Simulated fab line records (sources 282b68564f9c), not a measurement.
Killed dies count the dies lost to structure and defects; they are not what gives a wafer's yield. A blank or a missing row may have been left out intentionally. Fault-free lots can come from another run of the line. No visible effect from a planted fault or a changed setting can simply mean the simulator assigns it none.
fab line records -- flow rit-cmos
[record] lots = 14, wafers = 42, last-day = 8
route steps=202 shown NRETRO@61 M1@202
lots with no fault: from the same line, run without faults
start-h: hours from the record's first day to the start of the lot's first wafer shown -- wait-h: hours elapsed since this lot's preceding step -- " as in the row above -- L1.1+2: a single row standing in for several wafers -- - no value, or no start was given -- * or withheld: withheld -- < > ~ a bound
route shown NAME@n: names a module that has steps shown in the file, with the first one's number in the route -- usual: mean/standard deviation taken from wafers without a fault -- same: alike in all rows -- chamber/n: place in a boat -- sites: readings site by site -- _std_site: the values' standard deviation -- _edge_site: mean of outer sites minus mean of inner sites -- radius-mm: for every site, how far away it sits from the centre of the wafer -- mask NAME#n: copy n -- behind: tool/chamber where the wafer was last shaped -- hold: why the lot went on hold/how many hours it stayed there/how the hold came to an end -- device: the n, p or np transistor that did not switch -- end of line: the same wafers' tests at the end of the route -- a step with no rows: only its recipe -- killed: the dies lost at the first sort to structure and to defects; this is not the yield of the wafer -- map: a wafer's dies, marking killed ones x, the rest . and places with no die _
set.NAME: the setting the step ran with; set.NAME@STEP: the setting that earlier step ran with -- model.NAME: the simulator's own value behind a step, which no gauge read
the route's steps for a sample of lots (tables are steps, rows are wafers)
services: a tool's chamber out of use, with start hour (start-h, from the record's first day; less than 0 if before it), hours out, and reason
[[steps]]
[step RIT_NRETRO_IMPLANT_08]
[recipe] species = P, energy-kev = 70, dose-cm2 = 1e+13, tilt-deg = 7
[usual] beam-energy-keV = 69.999/0.025
[same] implant-ion-amu = 31
lot.wafer,tool,chamber,start-h,wait-h,beam-energy-keV
L710.1,implanter-02,0,30.73,0.2,70.018
L710.3,implanter-02,0,30.73,0.2,70.024
L710.4,implanter-02,0,30.73,0.2,70.014
L714.1,implanter-03,0,53.69,0.2,70.019
L714.4,implanter-03,0,53.69,0.2,69.979
L714.6,implanter-03,0,53.69,0.2,70.042
L715.1,implanter-02,0,57.01,0.2,70.010
L715.2,implanter-02,0,57.01,0.2,69.963
L715.5,implanter-02,0,57.01,0.2,70.000
L717.2,implanter-02,0,67.18,0.2,69.991
L717.5,implanter-02,0,67.18,0.2,70.020
L717.6,implanter-02,0,67.18,0.2,70.030
L718.1,implanter-03,0,69.70,0.2,69.988
L718.3,implanter-03,0,69.70,0.2,70.003
L718.4,implanter-03,0,69.70,0.2,70.013
L719.3,implanter-04,0,77.95,0.2,69.978
L719.4,implanter-04,0,77.95,0.2,70.008
L719.6,implanter-04,0,77.95,0.2,69.957
L726.1,implanter-03,0,119.26,0.2,70.913
L726.3,implanter-03,0,119.26,0.2,70.910
L726.6,implanter-03,0,119.26,0.2,70.935
L727.2,implanter-03,0,122.65,0.2,70.928
L727.4,implanter-03,0,122.65,0.2,70.927
L727.5,implanter-03,0,122.65,0.2,70.915
L728.1,implanter-04,0,127.71,0.2,69.996
L728.2,implanter-04,0,127.71,0.2,69.983
L728.4,implanter-04,0,127.71,0.2,69.981
L730.3,implanter-02,0,135.87,0.2,69.960
L730.4,implanter-02,0,135.87,0.2,69.975
L730.5,implanter-02,0,135.87,0.2,69.979
L729.2,implanter-04,0,136.58,0.2,70.025
L729.4,implanter-04,0,136.58,0.2,70.013
L729.5,implanter-04,0,136.58,0.2,70.027
L731.2,implanter-02,0,144.17,0.2,69.980
L731.3,implanter-02,0,144.17,0.2,70.006
L731.4,implanter-02,0,144.17,0.2,70.018
L733.2,implanter-02,0,154.07,0.2,70.011
L733.4,implanter-02,0,154.07,0.2,70.015
L733.6,implanter-02,0,154.07,0.2,70.005
L732.1,implanter-04,0,154.29,0.2,70.024
L732.2,implanter-04,0,154.29,0.2,70.000
L732.6,implanter-04,0,154.29,0.2,70.011
[step RIT_M1_PROBE_99]
[usual] killed_at_M0_to_M3 = 0.0/0.083, killed-at-contacts = 0.1/0.27, killed-at-front-end = 7/3.1, killed-dies = 7/3.2, killed-on-rim = 1.8/1.4, killed-open = 3.8/2.1, killed-short = 3.6/2
[same] gross-dies = 264, killed_at_M4_up = 0, killed-at-back-side = 0, killed-at-other = 0
lot.wafer,tool,chamber,start-h,wait-h,killed_at_M0_to_M3,killed-at-contacts,killed-at-front-end,killed-dies,killed-on-rim,killed-open,killed-short
L717.2,prober-02,-,97.06,0.1,0,0,4,4,0,2,2
L717.5,prober-02,-,97.21,0.2,0,0,6,6,2,3,3
L717.6,prober-02,-,97.26,0.2,0,0,11,11,3,7,4
L727.2,prober-01,-,155.13,0.1,0,0,6,6,2,2,4
L727.4,prober-01,-,155.23,0.2,0,0,11,11,4,6,5
L727.5,prober-01,-,155.28,0.2,0,0,10,10,3,4,6
L726.1,prober-02,-,157.42,0.1,0,0,2,2,0,1,1
L726.3,prober-02,-,157.52,0.2,0,1,7,8,2,4,4
L726.6,prober-02,-,157.67,0.2,0,0,8,8,2,2,6
L729.2,prober-02,-,173.05,0.1,0,0,8,8,1,2,6
L729.4,prober-02,-,173.15,0.2,0,0,4,4,1,2,2
L729.5,prober-02,-,173.20,0.2,0,0,11,11,3,9,2
L730.3,prober-01,-,174.60,0.2,0,0,14,14,2,6,8
L730.4,prober-01,-,174.65,0.2,0,0,11,11,4,5,6
L730.5,prober-01,-,174.70,0.2,0,0,12,12,4,6,6
L732.1,prober-02,-,192.50,0.1,0,0,11,11,2,7,4
L732.2,prober-02,-,192.55,0.1,0,0,4,4,0,3,1
L732.6,prober-02,-,192.75,0.2,0,0,5,5,1,4,1
// killed by level:class
L717.2 GATE:geometric-particle:short=1 REOX:geometric-particle:open=1 SPACER:geometric-particle:open=1 SILICIDE:geometric-particle:short=1
L717.5 FOX1:geometric-particle:short=1 GATE:geometric-particle:open=1 REOX:geometric-particle:open=1 SPACER:geometric-particle:short=1 SPACER:geometric-particle:open=1 SILICIDE:geometric-particle:short=1
L717.6 GATE:geometric-particle:open=4 GATE:geometric-particle:short=3 SILICIDE:geometric-particle:open=2 REOX:geometric-particle:short=1 SPACER:geometric-particle:open=1
L727.2 GATE:geometric-particle:open=2 GATE:geometric-particle:short=1 REOX:geometric-particle:short=1 SPACER:geometric-particle:short=1 SILICIDE:geometric-particle:short=1
L727.4 GATE:geometric-particle:short=4 GATE:geometric-particle:open=2 REOX:geometric-particle:open=2 FOX1:geometric-particle:open=1 SPACER:geometric-particle:open=1 SILICIDE:geometric-particle:short=1
L727.5 GATE:geometric-particle:short=5 GATE:geometric-particle:open=2 FOX1:geometric-particle:open=1 SILICIDE:geometric-particle:short=1 SILICIDE:geometric-particle:open=1
L726.1 FOX2:geometric-particle:short=1 SILICIDE:geometric-particle:open=1
L726.3 FOX2:geometric-particle:short=2 GATE:geometric-particle:open=2 GATE:geometric-particle:short=1 REOX:geometric-particle:short=1 REOX:geometric-particle:open=1 CONTACT:geometric-particle:open=1
L726.6 GATE:geometric-particle:short=3 SPACER:geometric-particle:short=2 REOX:geometric-particle:open=1 REOX:geometric-particle:short=1 SPACER:geometric-particle:open=1
L729.2 REOX:geometric-particle:short=3 GATE:geometric-particle:short=2 GATE:geometric-particle:open=1 REOX:geometric-particle:open=1 SPACER:geometric-particle:short=1
L729.4 GATE:geometric-particle:short=2 GATE:geometric-particle:open=1 REOX:geometric-particle:open=1
L729.5 REOX:geometric-particle:open=5 GATE:geometric-particle:open=2 REOX:geometric-particle:short=2 FOX1:geometric-particle:open=1 SILICIDE:geometric-particle:open=1
L730.3 GATE:geometric-particle:short=3 FOX1:geometric-particle:open=2 GATE:geometric-particle:open=2 REOX:geometric-particle:short=2 REOX:geometric-particle:open=2 SPACER:geometric-particle:short=2 SILICIDE:geometric-particle:short=1
L730.4 FOX1:geometric-particle:short=4 GATE:geometric-particle:open=2 SILICIDE:geometric-particle:open=2 FOX1:geometric-particle:open=1 GATE:geometric-particle:short=1 REOX:geometric-particle:short=1
L730.5 FOX1:geometric-particle:short=5 FOX1:geometric-particle:open=2 SILICIDE:geometric-particle:open=2 FOX2:geometric-particle:short=1 GATE:geometric-particle:open=1 REOX:geometric-particle:open=1
L732.1 GATE:geometric-particle:open=4 GATE:geometric-particle:short=3 FOX1:geometric-particle:open=1 REOX:geometric-particle:open=1 SILICIDE:geometric-particle:short=1 SILICIDE:geometric-particle:open=1
L732.2 FOX1:geometric-particle:open=1 FOX2:geometric-particle:open=1 GATE:geometric-particle:open=1 SILICIDE:geometric-particle:short=1
L732.6 FOX1:geometric-particle:open=2 REOX:geometric-particle:open=1 SPACER:geometric-particle:open=1 SILICIDE:geometric-particle:short=1
[[services]]
tool,chamber,start-h,hours,kind
implanter-02,-,80.94,8.9,repair
implanter-03,-,94.88,2.2,repair
implanter-03,-,112.20,2.0,pm
implanter-03,-,122.91,56.3,pm
implanter-04,-,142.09,4.7,pm
[[key]]
[first-sign] step = RIT_NRETRO_IMPLANT_08, reading = beam-energy-keV, direction = up, sigmas = 37, usual = 69.999, struck = 70.921
effect none on later readings
met-at RIT_NRETRO_IMPLANT_08
struck-lots L726,L727
tester-left-out L726,L727
onset-between 69.70 119.26
[fault] kind = process-parameter-drift, tool = implanter-03, chamber = -, onset-h = 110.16, steps = RIT_NRETRO_IMPLANT_08, channel = energy-kev, offset = 0.92662, shape = step, end-h = 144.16, acts-in = these-recipes-only, stated = 70
// tester-left-out: of these lots the tester's yield and bins aren't shown, on N5 and GAA mostly nor the transistor test; their killed dies are dies lost to structure and defects alone, not to doping, threshold or leakage, so they don't give the yield
